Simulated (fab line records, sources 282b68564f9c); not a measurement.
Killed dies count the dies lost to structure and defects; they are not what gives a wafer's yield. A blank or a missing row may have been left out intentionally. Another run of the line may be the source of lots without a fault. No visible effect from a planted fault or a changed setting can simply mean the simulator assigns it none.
Code-filled problem report in 8D (eight disciplines) form || flow rit-cmos || the parts of the form that need people (team, actions taken, sign-off) are left out

== 1. PROBLEM STATEMENT ==
GATE_POLY_THK at RIT_GATE_THK_MEAS_09 reads a mean of 122.8 nm on 3 wafers of 1 lot; wafers without a fault read 255.0 nm with a standard deviation of 2. Relative to the usual mean, that is a shift of -66 standard deviations.
The first sign was on wafer L675.3 at day 6 06:53, on film-metro-02. The record has a number at this step for 36 wafers belonging to 12 lots. Rule for "out" (also "out of limits"): further than 4 standard deviations from the usual mean. The rest of the wafers with a number are treated as sound.

== 2. WHAT THIS IS AND IS NOT ==
{"question": "which readings at this step", "is": "GATE_POLY_THK", "is not": "-"}
{"question": "which lots", "is": "L675", "is not": "L657, L658, L659, L660, L661, L662, L663, L664, L665, L666, L667"}
{"question": "which wafers of those lots", "is": "all that have a number", "is not": "-"}
{"question": "read on which gauges", "is": "film-metro-02", "is not": "film-metro-01, film-metro-03"}
{"question": "when", "is": "from day 6 06:53", "is not": "up to then (33 sound wafers)"}

== 3. THE SUSPECTS, EACH WITH WHAT RULES IT OUT ==
Counting: a tool stays on the suspect list if, at a process step up to the reading, it processed all lots that are out and no sound lot following the first of them.
- ruled out: the gauge at RIT_GATE_THK_MEAS_09. All the wafers that are out were read on film-metro-02, but those of them that RIT_GATE_ETCH_19 has rows for are out there too, on other tools.
- lpcvd-01 at RIT_GATE_CVD_08 (deposits poly-Si from SiH4, target thk 250 nm, time 2220 s): kept. It ran the lot that is out, L675 (day 6 05:15), and no sound lot after that; its last sound lot up to then is L667 (day 4 12:56).
After counting, what remains is lpcvd-01 at RIT_GATE_CVD_08.

== 4. THE CAUSE (what the simulator had put in) ==
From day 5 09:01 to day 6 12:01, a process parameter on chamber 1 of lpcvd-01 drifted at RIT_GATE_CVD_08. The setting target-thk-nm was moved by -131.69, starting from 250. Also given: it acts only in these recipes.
The count eliminated every tool but this one.

== 5. SEQUENCE OF EFFECTS, ordered by route ==
Each row: a reading where the mean over the struck wafers with a number is more than 3 standard deviations away from the usual. Only readings for which the record gives a usual standard deviation are gone through. hours: the time from each lot's start at the first step in this table that gives one to its start at this step, as a median over the lots. sigmas: the change in usual standard deviations.
{"hours": 0, "step": "RIT_GATE_THK_MEAS_09", "reading": "GATE_POLY_THK", "usual": "255.0 nm", "on struck wafers": 122.8, "change": -132.2, "sigmas": -66}
{"hours": 1, "step": "RIT_GATE_ETCH_19", "reading": "oes-product-au", "usual": "0.860 a.u.", "on struck wafers": 0.536, "change": -0.324, "sigmas": -25}
Its process steps:
- RIT_GATE_ETCH_19: etches poly-Si in SF6/CHF3/O2, stops on SiO2, time 165 s, target depth 312.5 nm.
Later steps that measure or inspect, where all struck wafers having a row at the step show a number for every such reading and not one has moved that far: RIT_NLDD_OVL_MEAS_06.

== 6. HOW IT WOULD HAVE BEEN CAUGHT EARLIER ==
The first out-of-limits reading at a measuring or inspecting step in this record came at day 6 06:53, 22 hours after the fault's start at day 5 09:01.
By day 6 06:53 the whole set of lots that are out, 1 in number, had already begun RIT_GATE_CVD_08 on lpcvd-01. Tool hold at that time: it would have spared none of them.
